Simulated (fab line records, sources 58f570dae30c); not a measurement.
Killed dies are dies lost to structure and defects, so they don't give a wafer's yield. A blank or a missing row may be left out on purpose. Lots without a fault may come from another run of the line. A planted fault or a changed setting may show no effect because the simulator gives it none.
Which tool did it? | flow berkeley_cmos170 | 14 lots, 42 wafers sampled, at 2 steps of a route of 331

WHAT THE GAUGES READ, wafer by wafer
UCB170_NLDD_TW_MEAS_11.
lot  | measured     | on            | NLDD_TW
L386 | day 7 20:47  | film_metro-04 | 2239 2228 2235
L389 | day 8 06:28  | film_metro-04 | 2222 2208 2216
L390 | day 8 06:14  | film_metro-04 | 2208 2223 2218
L394 | day 8 17:56  | film_metro-04 | 2214 2230 2209
L392 | day 8 18:17  | film_metro-03 | 2202 2194 2216
L391 | day 8 18:31  | film_metro-03 | 2206 2214 2203
L395 | day 9 06:56  | film_metro-04 | 2206 2206 2211
L397 | day 9 17:54  | film_metro-03 | 2220 2229 2223
L400 | day 10 07:50 | film_metro-04 | 2209 2200 2207
L401 | day 10 08:06 | film_metro-04 | 2208 2208 2218
L404 | day 11 06:37 | film_metro-03 | 2223 2233 2212
L406 | day 11 07:29 | film_metro-04 | 2226 2228 2211
L408 | day 12 04:29 | film_metro-04 | 2218 2224 2221
L409 | day 12 18:02 | film_metro-03 | 2232 2231 2228

WHICH TOOL RAN EACH LOT (tool, then ch and the chambers of the sampled wafers, then the start)
lot  | UCB170_NVT_IMPLANT_07
L386 | implanter-04 ch 0, day 6 22:45
L389 | implanter-04 ch 0, day 7 13:35
L390 | implanter-04 ch 0, day 7 13:53
L394 | implanter-04 ch 0, day 7 19:43
L392 | implanter-02 ch 0, day 7 19:45
L391 | implanter-04 ch 0, day 7 19:58
L395 | implanter-03 ch 0, day 8 10:43
L397 | implanter-02 ch 0, day 8 19:47
L400 | implanter-03 ch 0, day 9 07:26
L401 | implanter-02 ch 0, day 9 07:47
L404 | implanter-04 ch 0, day 10 06:18
L406 | implanter-04 ch 0, day 10 07:09
L408 | implanter-04 ch 0, day 11 06:05
L409 | implanter-02 ch 0, day 11 17:56
- UCB170_NVT_IMPLANT_07

WHAT THE TOOLS THEMSELVES READ (means of the sampled wafers that have a number; where no wafer has one, the mark that the record gives instead)
UCB170_NVT_IMPLANT_07.
lot  | tool         | tilt_deg (degrees)
L386 | implanter-04 | 7.004
L389 | implanter-04 | 7.008
L390 | implanter-04 | 7.012
L394 | implanter-04 | 7.010
L392 | implanter-02 | 7.012
L391 | implanter-04 | 6.983
L395 | implanter-03 | 6.973
L397 | implanter-02 | 5.854
L400 | implanter-03 | 7.014
L401 | implanter-02 | 5.858
L404 | implanter-04 | 6.986
L406 | implanter-04 | 6.987
L408 | implanter-04 | 6.991
L409 | implanter-02 | 7.024

THE ANSWER, worked out from the rows above alone
Rule: what is usual is taken from the lots themselves. Put in order of their means at a reading, lots are off if they are a third of the lots or fewer, leave a main group of 4 or more, and stand apart from it by a gap of 3 or more times the standard deviation of the main group's means; of several such gaps the widest counts. A main group whose means are all the same, to the digits that the tables above print for the reading, isn't used. A lot without any number at a reading at which 4 lots or more have one is off too. The other lots that the step has rows for count as sound. The gauges are gone through in route order, then the tools' own readings, and for those a lot's mean is taken as printed above. The first step at which some lot is off is used, and at that step the reading that is off furthest; a lot without a number counts as furthest.
Off: L397, L401, at UCB170_NVT_IMPLANT_07 (tilt_deg). The main group: mean 7.000 degrees, standard deviation 0.015.
A tool fits if, at that step or a process step before it, it ran every lot that is off, and no sound lot after the first of them. None of those tried fits.

WHAT THE SIMULATOR HAD PUT IN
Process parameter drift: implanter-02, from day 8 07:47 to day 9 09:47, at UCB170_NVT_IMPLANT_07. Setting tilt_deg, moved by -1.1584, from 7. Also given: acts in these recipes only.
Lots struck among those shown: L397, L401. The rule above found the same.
